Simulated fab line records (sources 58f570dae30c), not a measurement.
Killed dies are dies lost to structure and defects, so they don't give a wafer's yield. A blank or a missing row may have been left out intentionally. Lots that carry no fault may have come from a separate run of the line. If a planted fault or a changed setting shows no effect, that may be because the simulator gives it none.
One fault through the eyes of 2 desks    flow berkeley cmos170    each desk holds nothing but its own numbers, with what lay behind them at the end

AT THE TOOL OWNER'S DESK: krf scanner-02
The tool's own readings at UCB170_M2_EXPOSE_12 (exposes mask METAL2, target cd 700 nm): means of the sampled wafers that have a number, for each lot that ran on this tool. If a lot's mean is further than 4 standard deviations from the usual mean, the lot is out of limits and carries the mark OUT (the distance appears in the brackets).
Columns: A = exposure dose mJ cm2 at UCB170_M2_EXPOSE_12, usual 25.99
lot   first seen here  A
L734  day 9 04:16      25.99
L733  day 9 04:23      26.01
L736  day 9 05:07      25.98
L741  day 10 14:42     25.99
L739  day 10 14:48     26.03
L748  day 13 02:01     26.45 (+14) OUT
L750  day 13 02:16     26.46 (+14) OUT
L753  day 13 07:17     26.29 (+9.1) OUT
This desk finds L748, L750, L753 out of limits, L748 being first, at day 13 02:01 (exposure dose mJ cm2 at UCB170_M2_EXPOSE_12). L734, L733, L736, L741, L739 stayed within limits.

METROLOGY DESK
Means of the sampled wafers that have a number, per lot and without regard to the tool the lot ran on: this is what the gauges read. If a lot's mean is further than 4 standard deviations from the usual mean, the lot is out of limits and carries the mark OUT (the distance appears in the brackets).
Columns: A = cd nm at UCB170_V1_CD_MEAS_12, usual 700.0 nm; B = V1_OVL at UCB170_V1_OVL_MEAS_13, usual 1 nm; C = cd nm at UCB170_V1_CD_MEAS_90, usual 700.0 nm
lot   first seen here  A      B   C
L734  day 9 01:17      700.4  1   700.8
L733  day 9 01:25      699.2  4   698.7
L737  day 9 01:33      701.1  -1  701.1
L736  day 9 01:34      699.4  -1  699.3
L740  day 10 11:38     698.8  4   698.1
L741  day 10 11:55     701.2  1   701.1
L739  day 10 12:07     700.5  1   701.3
L744  day 10 21:13     701.0  3   701.3
L742  day 10 22:56     700.5  10  700.6
L746  day 11 11:57     700.0  5   701.1
L747  day 12 14:34     698.1  7   698.3
L749  day 12 23:15     697.8  5   698.0
L748  day 12 23:26     697.2  -2  696.7
L750  day 12 23:43     700.1  6   700.1
L753  day 13 04:18     699.2  2   698.4
This desk's verdict: no lot among the 15 shows anything out of limits.

TAKEN TOGETHER
The tool owner's desk had the chance to raise an alarm at day 13 02:01 on L748, L750, L753.
The metrology desk saw nothing out of limits.
The metrology desk has L748, L750, L753 on record, within its limits.
On krf scanner-02, each named lot ran UCB170_M2_EXPOSE_12.

WHAT THE SIMULATOR PUT IN
Drift in process parameters on krf scanner-02 at UCB170_M2_EXPOSE_12, starting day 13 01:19. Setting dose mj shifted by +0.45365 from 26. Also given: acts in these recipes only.
Lots struck among those shown: L748, L750, L753.
Delay in hours, fault start to first out-of-limits reading, by desk: the tool owner's desk at 1.
